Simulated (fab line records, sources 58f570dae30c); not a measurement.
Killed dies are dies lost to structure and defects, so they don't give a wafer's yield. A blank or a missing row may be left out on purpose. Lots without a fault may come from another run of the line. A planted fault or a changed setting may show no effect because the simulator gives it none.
fab line records | flow berkeley_cmos170 | part 2 of 2: steps 26 to 33 of 33
record lots=5 wafers=15 last_day=10
route steps=331 shown PVT@115 GATE@125 FIELD@126 PLDD@145
lots that met no fault: from a run of the same line without faults
start_h: hours from the record's first day to the start of the lot's first wafer shown | wait_h: hours since the lot's step before | " the same as in the row above | L1.1+2: a row that stands for several wafers | - no value, or no start given | * or withheld: withheld | < > ~ a bound
route shown NAME@n: a module of which the file shows steps, and the number in the route of the first | usual: mean/standard deviation of fault-free wafers | same: alike in all rows | chamber/n: place in a boat | sites: the reading at each site | _std_site: their standard deviation | _edge_site: outer sites' mean less inner sites' | radius_mm: how far each site lies from the wafer's centre | mask NAME#n: copy n | behind: the tool/chamber that last shaped the wafer | hold: why the lot was held/for how many hours/how that ended | device: the transistor (n, p or np) that didn't switch | end of line: the same wafers' tests at the end of the route | a step without rows: its recipe alone | killed: dies lost to structure and defects at the first sort, not the wafer's yield | map: a wafer's dies, x killed, . not, _ none there
set.NAME: the setting as run; set.NAME@STEP: as run at that earlier step | model.NAME: the simulator's own value behind a step, which no gauge read
lots at some steps of the route; a table a step, a row a wafer
services: from which hour (start_h, from the record's first day; less than 0 if before it) a tool's chamber was out of use, for how many hours, and why
## steps
# step UCB170_GATE_ETCH_14
# recipe chemistry=N2/H2 target_depth_a=withheld overetch_a=withheld target=BARC time_s=withheld source_w=500 bias_w=100 pressure_mtorr=30 n2_flow_sccm=100 h2_flow_sccm=200
# usual drypump_motor_current_A=5.6/0.46 oes_product_au=0.997/0.021 throttle_valve_pct=13.27/0.13
# columns lot.wafer tool chamber start_h wait_h drypump_motor_current_A oes_product_au throttle_valve_pct
L074.2 rie_diel-04 1 121.98 0.0 5.7 0.983 13.37
L074.3 " 0 " " 6.0 1.026 13.41
L074.6 " 1 " " 5.7 0.995 13.36
L076.2 rie_diel-01 3 128.56 0.0 5.6 1.039 13.46
L076.5 " 3 " " 5.6 1.035 13.45
L076.6 " 2 " " 5.1 0.993 13.23
L078.2 rie_diel-04 2 146.92 0.0 6.2 0.972 13.34
L078.5 " 1 " " 5.7 0.977 13.36
L078.6 " 0 " " 6.0 1.012 13.41
L081.1 rie_diel-02 3 150.72 0.0 5.1 0.972 13.15
L081.5 " 2 " " 5.1 1.021 13.26
L081.6 " 3 " " 5.1 0.974 13.14
L092.1 rie_diel-02 3 204.29 0.0 5.1 0.982 13.12
L092.3 " 0 " " 6.0 0.982 13.14
L092.6 " 3 " " 5.1 0.991 13.14
# step UCB170_GATE_ETCH_15
# recipe chemistry=HBr/Cl2 target=poly-Si stop_on=SiO2 over_etch_frac=0.3 icp_w=300 bias_w=150 time_s=56.3 pressure_mtorr=15 HBr_flow_sccm=150 Cl2_flow_sccm=50 target_depth_a=2782
# usual drypump_motor_current_A=5.8/0.69 mfc_cl2_sccm=50.00/0.13 oes_product_au=0.840/0.014 throttle_valve_pct=26.42/0.23
# same time_s=56.3
# columns lot.wafer tool chamber start_h wait_h drypump_motor_current_A mfc_cl2_sccm oes_product_au rf_hours_counter_h throttle_valve_pct
L074.2 rie_si-01 1 122.03 - 6.7 49.94 0.847 129 26.35
L074.3 " 2 " " 4.6 49.99 0.826 40 26.35
L074.6 " 0 " " 6.0 49.94 0.839 - 26.29
L076.2 rie_si-01 0 128.60 - 5.9 49.93 0.836 116 26.28
L076.5 " 3 " " 6.3 49.95 0.857 - 26.70
L076.6 " 2 " " 4.6 50.02 0.837 - 26.36
L078.2 rie_si-01 2 146.96 - 4.6 49.92 0.830 40 26.35
L078.5 " 3 " " 6.3 49.84 0.856 - 26.70
L078.6 " 0 " " 5.9 50.16 0.837 - 26.29
L081.1 rie_si-02 1 150.76 - 5.4 50.06 0.865 61 26.22
L081.5 " 0 " " 6.0 50.25 0.839 - 25.98
L081.6 " 3 " " 6.4 50.18 0.847 - 26.55
L092.1 rie_si-02 0 204.33 - 6.0 50.00 0.845 1 25.98
L092.3 " 2 " " 5.1 50.03 0.840 63 26.64
L092.6 " 1 " " 5.4 50.08 0.858 - 26.20
# step UCB170_GATE_STRIP_16
# recipe chemistry=O2 power_w=400 pressure_mtorr=3500 platen_temp_c=withheld o2_flow_sccm=400 overash_fraction=0.5
# usual drypump_motor_current_A=5.6/0.31 o2_flow_sccm=400.0/1.2 oes_product_au=0.724/0.0041
# columns lot.wafer tool chamber start_h wait_h drypump_motor_current_A o2_flow_sccm oes_product_au rf_hours_counter_h
L074.2 plasma_asher-01 1 122.07 0.0 5.3 399.8 0.730 42
L074.3 " 0 " " 5.7 399.6 0.723 -
L074.6 " 0 " " 5.8 398.7 0.731 -
L076.2 plasma_asher-04 1 128.65 0.0 6.1 401.0 0.726 1
L076.5 " 0 " " 5.7 400.6 0.727 -
L076.6 " 1 " " 6.1 398.6 0.730 -
L078.2 plasma_asher-03 0 147.01 0.0 5.2 399.1 0.724 43
L078.5 " 0 " " 5.2 399.0 0.724 -
L078.6 " 1 " " 5.5 399.5 0.721 -
L081.1 plasma_asher-04 1 150.81 0.0 6.1 397.4 0.725 3
L081.5 " 0 " " 5.7 399.3 0.719 -
L081.6 " 1 " " 6.1 399.4 0.731 -
L092.1 plasma_asher-03 1 204.38 0.0 5.5 399.6 0.720 49
L092.3 " 1 " " 5.5 400.0 0.726 -
L092.6 " 0 " " 5.2 400.8 0.715 -
# step UCB170_GATE_CD_MEAS_90
# recipe target_cd_nm=350
# usual cd_nm=350.1/1.5
# columns lot.wafer tool chamber start_h wait_h cd_nm
L074.2 cd_sem-02 - 122.34 0.2 347.0
L074.3 " - " " 346.4
L074.6 " - " " 348.9
L076.2 cd_sem-02 - 128.77 0.1 347.0
L076.5 " - " " 348.4
L076.6 " - " " 347.5
L078.2 cd_sem-02 - 147.13 0.1 349.4
L078.5 " - " " 350.4
L078.6 " - " " 349.9
L081.1 cd_sem-01 - 150.91 0.1 350.3
L081.5 " - " " 350.0
L081.6 " - " " 350.1
L092.1 cd_sem-02 - 204.61 0.2 349.1
L092.3 " - " " 350.2
L092.6 " - " " 349.6
# step UCB170_GATE_CLEAN_17
# recipe chemistry=SPM temp_c=120 time_s=600
# usual temp_c=120.02/0.12
# same time_s=600
# columns lot.wafer tool chamber start_h wait_h temp_c
L074.2 wet_bench-02 0 122.44 0.1 120.07
L074.3 " 0 " " 120.12
L074.6 " 0 " " 119.96
L076.2 wet_bench-02 2 128.87 0.1 119.91
L076.5 " 2 " " 120.21
L076.6 " 2 " " 120.01
L078.2 wet_bench-02 2 147.58 0.4 119.86
L078.5 " 2 " " 119.96
L078.6 " 2 " " 120.11
L081.1 wet_bench-02 1 151.14 0.2 120.02
L081.5 " 1 " " 119.99
L081.6 " 1 " " 119.83
L092.1 wet_bench-03 2 204.95 0.3 120.22
L092.3 " 2 " " 120.09
L092.6 " 2 " " 120.16
# step UCB170_PLDD_HMDS_00
# recipe prime_time_s=60 prime_temp_c=100
# usual resist_line_temp_C=23.04/0.12
# columns lot.wafer tool chamber start_h wait_h resist_line_temp_C
L074.2 litho_track-02 0 122.64 0.0 22.99
L074.3 " 0 " " 22.94
L074.6 " 0 " " 23.08
L076.2 litho_track-02 0 129.07 0.0 23.16
L076.5 " 0 " " 22.99
L076.6 " 0 " " 23.22
L078.2 litho_track-01 0 147.88 0.1 23.18
L078.5 " 0 " " 22.98
L078.6 " 0 " " 23.02
L081.1 litho_track-02 0 152.05 0.7 23.05
L081.5 " 0 " " 23.07
L081.6 " 0 " " 23.12
L092.1 litho_track-01 0 205.12 0.0 23.11
L092.3 " 0 " " 23.18
L092.6 " 0 " " 23.17
# step UCB170_PLDD_COAT_01
# recipe resist=KrF spin_rpm=1500 resist_thk_nm=900
# usual dispense_pressure_kPa=49.6/2.4 resist_line_temp_C=23.04/0.099 spin_speed_rpm=1500.0/0.86
# columns lot.wafer tool chamber start_h wait_h dispense_pressure_kPa resist_line_temp_C spin_speed_rpm
L074.2 litho_track-02 0 122.79 0.1 46.6 22.87 1497.8
L074.3 " 0 " " 46.6 23.01 1499.3
L074.6 " 0 " " 46.6 22.90 1500.2
L076.2 litho_track-02 0 129.22 0.1 46.6 23.29 1500.4
L076.5 " 0 " " 46.6 22.99 1500.1
L076.6 " 0 " " 46.6 23.21 1499.3
L078.2 litho_track-01 0 148.03 0.1 51.9 23.17 1500.5
L078.5 " 0 " " 51.9 22.97 1498.6
L078.6 " 0 " " 51.9 23.05 1500.8
L081.1 litho_track-02 0 152.20 0.1 46.6 23.02 1499.4
L081.5 " 0 " " 46.6 23.09 1498.9
L081.6 " 0 " " 46.7 23.12 1499.2
L092.1 litho_track-01 0 205.27 0.1 51.9 22.85 1500.2
L092.3 " 0 " " 51.9 22.96 1500.0
L092.6 " 0 " " 51.9 22.97 1500.3
# step UCB170_PLDD_SOFTBAKE_02
# recipe resist=KrF temp_c=130 time_s=60
# usual resist_line_temp_C=23.00/0.11
# same time_s=60
# columns lot.wafer tool chamber start_h wait_h resist_line_temp_C
L074.2 litho_track-02 0 122.94 0.1 23.01
L074.3 " 0 " " 22.90
L074.6 " 0 " " 22.99
L076.2 litho_track-02 0 129.37 0.1 22.94
L076.5 " 0 " " 23.05
L076.6 " 0 " " 23.10
L078.2 litho_track-01 0 148.18 0.1 22.92
L078.5 " 0 " " 23.05
L078.6 " 0 " " 22.97
L081.1 litho_track-02 0 152.35 0.1 23.02
L081.5 " 0 " " 23.02
L081.6 " 0 " " 22.84
L092.1 litho_track-01 0 205.42 0.1 23.14
L092.3 " 0 " " 22.99
L092.6 " 0 " " 23.18
## services
# columns tool chamber start_h hours kind
rie_diel-01 0 87.39 2.9 repair
implanter-01 - 97.39 6.7 repair
lpcvd-02 - 102.17 0.8 repair
implanter-01 - 105.44 8.3 repair
plasma_asher-04 - 108.75 9.0 pm
implanter-04 - 122.36 3.1 repair
rie_diel-02 - 127.79 15.6 pm
implanter-02 - 129.16 3.9 pm
plasma_asher-04 - 129.53 5.8 repair
plasma_asher-02 - 130.07 8.0 repair
furnace-01 - 130.87 3.2 pm
implanter-04 - 139.50 4.0 repair
rie_si-01 1 140.12 - clean
rie_si-01 1 140.12 18.1 scheduled_down
rie_si-01 1 140.12 18.1 vent_cycle
rie_diel-02 - 145.61 0.7 repair
rie_diel-04 1 150.85 3.4 repair
krf_scanner-02 - 153.59 1.0 pm
rie_si-01 0 155.04 8.4 repair
furnace-02 - 165.88 3.9 pm
rie_diel-04 1 174.40 9.4 repair
rie_si-01 0 191.61 - clean
rie_si-01 0 191.61 32.2 scheduled_down
rie_diel-01 2 198.22 1.6 repair
